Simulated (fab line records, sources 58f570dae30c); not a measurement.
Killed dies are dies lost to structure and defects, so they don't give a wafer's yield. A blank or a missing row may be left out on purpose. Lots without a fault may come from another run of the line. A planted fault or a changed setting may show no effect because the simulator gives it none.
One fault seen from 2 desks | flow berkeley_cmos170 | each desk has only its own numbers; what lay behind them comes last

THE METROLOGY DESK
What the gauges read, lot by lot, whatever tool the lot ran on: means of the sampled wafers that have a number. A lot is out of limits, marked OUT, if its mean lies more than 4 standard deviations from the usual mean; the brackets give that distance.
Columns: A = PSD_OVL at UCB170_PSD_OVL_MEAS_07, usual 4 nm; B = NSD_OVL at UCB170_NSD_OVL_MEAS_07, usual 1 nm; C = cd_nm at UCB170_M1_CD_MEAS_90, usual 701.9 nm
lot  | first seen here | A  | B  | C
L139 | day 6 10:36     | 0  | 3  | 701.1
L142 | day 6 22:44     | 5  | -1 | 702.4
L141 | day 6 22:48     | 7  | 2  | 700.5
L140 | day 6 23:02     | -3 | -5 | 704.8
L143 | day 7 14:00     | -1 | -2 | 699.7
L145 | day 8 01:47     | 4  | 0  | 703.3
L146 | day 8 09:19     | 8  | 7  | 700.0
L151 | day 8 19:38     | 1  | 6  | 702.1
L150 | day 8 20:11     | -2 | -5 | 698.4
L155 | day 10 00:57    | 2  | 2  | 702.0
L154 | day 10 01:04    | 6  | 2  | 699.4
L157 | day 10 11:47    | 5  | 3  | 715.2 (+4.8) OUT
L160 | day 11 08:23    | 6  | -1 | 714.3 (+4.4) OUT
L162 | day 11 16:10    | 1  | -2 | 705.3
This desk's finding: out of limits on L157, L160; first on L157, day 11 01:26 (cd_nm at UCB170_M1_CD_MEAS_90). In limits: L139, L142, L141, L140, L143, L145, L146, L151, L150, L155, L154, L162.

THE TOOL OWNER'S DESK: rie_metal-04
The tool's own readings at UCB170_M1_METAL_ETCH_12 (etches Al in Cl2/BCl3, stops on PSG, target depth 780 nm, time 130 s): means of the sampled wafers that have a number, for each lot that ran on this tool. A lot is out of limits, marked OUT, if its mean lies more than 4 standard deviations from the usual mean; the brackets give that distance.
Columns: A = drypump_motor_current_A at UCB170_M1_METAL_ETCH_12, usual 5.73 A; B = oes_product_au at UCB170_M1_METAL_ETCH_12, usual 0.854 a.u.; C = run_length_s at UCB170_M1_METAL_ETCH_12, usual 158.4 s; D = throttle_valve_pct at UCB170_M1_METAL_ETCH_12, usual 24.52 %
lot  | first seen here | A    | B               | C                       | D
L139 | day 7 00:14     | 5.47 | 0.863           | 158.3                   | 24.48
L142 | day 7 08:35     | 5.50 | 0.864           | 158.5                   | 24.48
L145 | day 8 11:49     | 5.45 | 0.865           | 158.0                   | 24.55
L155 | day 10 11:29    | 5.48 | 0.866           | 158.3                   | 24.49
L157 | day 11 01:11    | 5.41 | 1.002 (+13) OUT | 101.0 (-99 or more) OUT | 24.55
L160 | day 11 20:02    | 5.43 | 0.983 (+12) OUT | 100.2 (-99 or more) OUT | 24.56
This desk's finding: out of limits on L157, L160; first on L157, day 11 01:11 (oes_product_au at UCB170_M1_METAL_ETCH_12). In limits: L139, L142, L145, L155.

PUT TOGETHER
The tool owner's desk could have raised an alarm at day 11 01:11, on L157, L160.
The metrology desk could have raised an alarm at day 11 01:26, on L157, L160.
Of the lots named, all ran UCB170_M1_METAL_ETCH_12 on rie_metal-04.

WHAT THE SIMULATOR HAD PUT IN
Process parameter drift: rie_metal-04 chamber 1, from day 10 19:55 on, at UCB170_M1_METAL_ETCH_12. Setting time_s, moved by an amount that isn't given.
Lots struck among those shown: L157, L160.
Hours from the fault's start to each desk's first reading out of limits: the tool owner's desk, 5; the metrology desk, 6.
